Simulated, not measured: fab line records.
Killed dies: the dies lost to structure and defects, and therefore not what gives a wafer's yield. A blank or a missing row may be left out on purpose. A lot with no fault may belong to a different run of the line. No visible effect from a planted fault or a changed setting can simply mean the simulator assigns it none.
A single fault, viewed from 2 desks	flow berkeley cmos170	only its own numbers are on each desk; what lay behind them is given at the end

== THE TOOL OWNER'S DESK: rie metal-02 ==
The tool's own readings at UCB170_M2_METAL_ETCH_18 (etches Al in Cl2/BCl3, stops on SiO2, target depth 1170 nm, time 195 s): means of the sampled wafers that have a number, for each lot that ran on this tool. The brackets show how far a lot's mean lies from the usual mean; more than 4 standard deviations puts the lot out of limits, marked OUT.
Columns: A = drypump motor current A at UCB170_M2_METAL_ETCH_18, usual 5.9 A; B = oes product au at UCB170_M2_METAL_ETCH_18, usual 0.856 a.u.; C = throttle valve pct at UCB170_M2_METAL_ETCH_18, usual 24.35 %
lot	first seen here	A	B	C
L992	day 7 11:49	5.9	0.855	24.20
L997	day 8 22:07	5.9	0.852	24.21
L103	day 10 06:23	5.4	0.842	24.19
L106	day 10 13:04	5.5	0.842	24.18
This desk found nothing out of limits on any of the 4 lots.

== THE METROLOGY DESK ==
What the gauges read for every lot (on any tool): the sampled wafers with a number, averaged. The brackets show how far a lot's mean lies from the usual mean; more than 4 standard deviations puts the lot out of limits, marked OUT.
Columns: A = V1_BOW at UCB170_V1_BOW_MEAS_03, usual 19 um; B = M2_AL_THK at UCB170_M2_THK_MEAS_03, usual 904 nm; C = cd nm at UCB170_M2_CD_MEAS_90, usual 700 nm
lot	first seen here	A	B	C
L991	day 7 05:10	21	923	706
L992	day 7 05:17	16	899	701
L994	day 7 20:43	19	913	705
L995	day 8 06:26	24	912	699
L996	day 8 06:27	18	915	703
L997	day 8 16:23	22	899	696
L998	day 8 16:24	20	916	703
L103	day 10 01:42	26	901	690
L106	day 10 06:56	17	897	689
L109	day 10 18:15	24	909	697
L110	day 11 14:25	18	898	702
L111	day 11 14:26	17	904	698
L112	day 11 18:08	19	908	703
L114	day 12 00:03	13	915	697
This desk found nothing out of limits on any of the 14 lots.

== TAKEN TOGETHER ==
The desk of the tool owner found nothing out of limits.
Metrology desk: nothing out of limits seen.

== WHAT THE SIMULATOR PUT IN ==
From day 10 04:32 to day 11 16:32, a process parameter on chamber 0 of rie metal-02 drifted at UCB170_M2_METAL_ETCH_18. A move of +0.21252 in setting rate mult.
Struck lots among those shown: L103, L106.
